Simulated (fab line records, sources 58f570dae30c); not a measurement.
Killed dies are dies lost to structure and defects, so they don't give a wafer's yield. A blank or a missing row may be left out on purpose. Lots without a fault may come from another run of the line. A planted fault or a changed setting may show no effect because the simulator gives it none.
One fault seen from 2 desks | flow berkeley_cmos170 | each desk has only its own numbers; what lay behind them comes last

THE METROLOGY DESK
What the gauges read, lot by lot, whatever tool the lot ran on: means of the sampled wafers that have a number. A lot is out of limits, marked OUT, if its mean lies more than 4 standard deviations from the usual mean; the brackets give that distance.
Columns: A = NLDD_RS at UCB170_SDANNEAL_RS_MEAS_05, usual 615.9 ohm/sq; B = CONTACT_OVL at UCB170_CONTACT_OVL_MEAS_16, usual -4 nm
lot  | first seen here | A     | B
L212 | day 8 08:37     | 616.7 | -7
L211 | day 8 09:20     | 614.4 | -7
L213 | day 8 21:42     | 617.8 | -8
L214 | day 8 22:11     | 614.5 | 3
L216 | day 9 14:58     | 613.9 | -0
L218 | day 9 15:05     | 616.3 | -3
L220 | day 10 10:14    | 617.7 | 5
L224 | day 11 03:35    | 616.6 | -4
L228 | day 12 07:04    | 615.1 | -6
L229 | day 12 08:38    | 616.7 | -2
L230 | day 12 09:06    | 615.9 | -5
L231 | day 14 00:19    | 615.7 | -2
L232 | day 14 00:50    | 616.4 | -4
L233 | day 14 08:55    | 616.9 | 4
This desk's finding: nothing out of limits on any of the 14 lots.

THE TOOL OWNER'S DESK: rie_metal-01
The tool's own readings at UCB170_M1_METAL_ETCH_12 (etches Al in Cl2/BCl3, stops on PSG, target depth 780 nm, time 130 s): means of the sampled wafers that have a number, for each lot that ran on this tool. A lot is out of limits, marked OUT, if its mean lies more than 4 standard deviations from the usual mean; the brackets give that distance.
Columns: A = bias_w at UCB170_M1_METAL_ETCH_12, usual 120.0 W; B = drypump_motor_current_A at UCB170_M1_METAL_ETCH_12, usual 5.8 A; C = he_backside_leak_sccm at UCB170_M1_METAL_ETCH_12, usual 3.41 sccm; D = oes_product_au at UCB170_M1_METAL_ETCH_12, usual 0.844 a.u.; E = throttle_valve_pct at UCB170_M1_METAL_ETCH_12, usual 24.41 %
lot  | first seen here | A               | B   | C    | D     | E
L213 | day 9 05:41     | 120.0           | 5.7 | 3.65 | 0.858 | 24.35
L218 | day 9 22:15     | 119.9           | 5.4 | 3.38 | 0.851 | 24.36
L220 | day 10 18:43    | 113.0 (-20) OUT | 5.4 | 3.62 | 0.852 | 24.36
L224 | day 11 11:58    | 105.7 (-41) OUT | 5.7 | 3.52 | 0.858 | 24.35
L232 | day 14 08:53    | 120.2           | 6.0 | 3.63 | 0.872 | 24.32
L233 | day 14 19:32    | 120.2           | 5.4 | 3.58 | 0.874 | 24.32
This desk's finding: out of limits on L220, L224; first on L220, day 10 18:43 (bias_w at UCB170_M1_METAL_ETCH_12). In limits: L213, L218, L232, L233.

PUT TOGETHER
The tool owner's desk could have raised an alarm at day 10 18:43, on L220, L224.
The metrology desk saw nothing out of limits.
The metrology desk has L220, L224 on record, within its limits.
Of the lots named, all ran UCB170_M1_METAL_ETCH_12 on rie_metal-01.

WHAT THE SIMULATOR HAD PUT IN
Process parameter drift: rie_metal-01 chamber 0, from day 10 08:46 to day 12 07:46, at UCB170_M1_METAL_ETCH_12. Setting bias_w, moved by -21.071, from 120. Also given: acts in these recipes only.
Lots struck among those shown: L220, L224.
Hours from the fault's start to each desk's first reading out of limits: the tool owner's desk, 10.
